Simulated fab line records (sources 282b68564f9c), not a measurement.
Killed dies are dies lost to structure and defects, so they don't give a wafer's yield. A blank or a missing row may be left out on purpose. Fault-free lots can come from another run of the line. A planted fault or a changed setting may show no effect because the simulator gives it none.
Struck lot and sound lot, side by side + flow ritCmos + 15 steps out of a route of 202
Sound: wafers L784.1, L784.4, L784.6. Struck: wafers L789.1, L789.5, L789.6. The cause is given at the end.
Per side, at each step with rows, come the tool, then ch with its chambers, and then its first start. Under that, the readings that differ: sound wafers + struck wafers + difference of the means + sigmas: that difference in standard deviations of wafers without a fault.
alike: same words and numbers on both sides, and readings whose means sit less than 2 such deviations apart. not compared: any withheld reading, any reading some wafer has no value for, any bound like >300 that may hide the same value, and any number with overlapping values for which the record gives no deviation.
The two part at a step that has a row with sigmas, a row that says differs or no value, or rows on one side only. Numbers that don't overlap but have no deviation are shown without sigmas and don't part them. A reading missing from all wafers of one side parts the sides only when that side holds two or more wafers.

RIT_SILICIDE_RTA_06: time 10 s, ramp up 5 s, ramp down 10 s.
  sound on rtpAnneal-01 ch 0, day 5 08:22; struck on rtpAnneal-01 ch 0, day 6 17:39
  alike: wafer_temp_C_max
RIT_CONTACT_CVD_00: deposits SiO2 from TEOS, target thk 400 nm, time 61 s.
  sound on pecvd-01 ch 0,1, day 5 08:26; struck on pecvd-01 ch 0,1, day 6 17:43
  alike: heaterPowerW
RIT_CONTACT_THK_MEAS_01:
  sound on filmMetro-03, day 5 08:29; struck on filmMetro-03, day 6 17:46
  alike: CONTACT_TEOS_THK
then, 6 steps without rows for these wafers: RIT_CONTACT_HMDS_02 (prime time 60 s); RIT_CONTACT_COAT_03 (resist thk 1000 nm); RIT_CONTACT_SOFTBAKE_04 (time 60 s); RIT_CONTACT_EXPOSE_05 (exposes mask M11, target cd 1000 nm); RIT_CONTACT_PEB_06; RIT_CONTACT_DEVELOP_07 (develop time 120 s).
RIT_CONTACT_CD_MEAS_08: the cd target is 1000 nm.
  sound on cdSem-02, day 5 09:31; struck on cdSem-01, day 6 18:55
  alike: cdNm
RIT_CONTACT_OVL_MEAS_09:
  sound on overlay-02, day 5 09:38; struck on overlay-02, day 6 19:02
  alike: CONTACT_OVL
then, 1 step without rows for these wafers: RIT_CONTACT_HARDBAKE_10 (time 60 s).
RIT_CONTACT_ETCH_11: etches SiO2 in CHF3/CF4/Ar, stops on TiSi2, target depth 480 nm, time 320 s.
  sound on rieDiel-02 ch 0,1, day 5 09:49; struck on rieDiel-02 ch 2,3, day 6 19:13
| reading                                     | sound             | struck            | difference | sigmas |
|---------------------------------------------|-------------------|-------------------|------------|--------|
| model.NOVOLAK_of_CONTACT_COAT_03.thkNm (nm) | 768.8 768.4 768.6 | 732.1 725.5 728.6 | -39.9      |        |
  alike: drypumpMotorCurrentA, oesProductAu, throttleValvePct
  not compared: rfHoursCounterH
RIT_CONTACT_STRIP_12: strips in O2, time 180 s.
  sound on plasmaAsher-03 ch 1, day 5 10:01; struck on plasmaAsher-03 ch 0,1, day 6 19:25
  alike: drypumpMotorCurrentA
  not compared: rfHoursCounterH
RIT_M1_PROBE_99:
  sound on prober-02, day 5 14:58; struck on prober-02, day 7 01:13
| reading                                             | sound                | struck               | difference | sigmas |
|-----------------------------------------------------|----------------------|----------------------|------------|--------|
| killed_at_M0_to_M3                                  | 0 0 1                | 0 0 0                | +0         | -4     |
| model.etest.nmos_0p15.junctionLog10AUm              | -13.36 -13.63 -13.52 | -11.75 -11.74 -11.6  | +1.81      |        |
| model.etest.nmosNarrow.offLog10AUm                  | -13.12 -13.23 -13.23 | -11.74 -11.73 -11.59 | +1.51      |        |
| model.etest.nmos_0p3.offLog10AUm                    | -13.1 -13.09 -13.02  | -11.73 -11.73 -11.59 | +1.39      |        |
| model.etest.gateEndArray.leakLog10AUm               | -12.93 -12.87 -12.93 | -11.52 -11.53 -11.36 | +1.44      |        |
| model.etest.pmos_0p15.junctionLog10AUm              | -13.77 -13.79 -13.75 | -12.72 -12.7 -12.57  | +1.11      |        |
| model.etest.contactDiodeArray.leakLog10A (angstrom) | -9.48 -9.294 -9.455  | -8.368 -8.464 -8.202 | +1.065     |        |
| model.etest.antennaContact.gateLog10ACm2            | -6.192 -6.687 -6.423 | -5.782 -5.363 -5.604 | +0.851     |        |
| model.etest.pmos_0p3.offLog10AUm                    | -12.74 -13.03 -12.91 | -12.52 -12.47 -12.43 | +0.42      |        |
  alike: killedAtContacts, killedAtFrontEnd, killedDies, killedOpen, killedShort

WHERE THEY PART
RIT_M1_PROBE_99 only, going by this record.

WHY: what had been put in by the simulator
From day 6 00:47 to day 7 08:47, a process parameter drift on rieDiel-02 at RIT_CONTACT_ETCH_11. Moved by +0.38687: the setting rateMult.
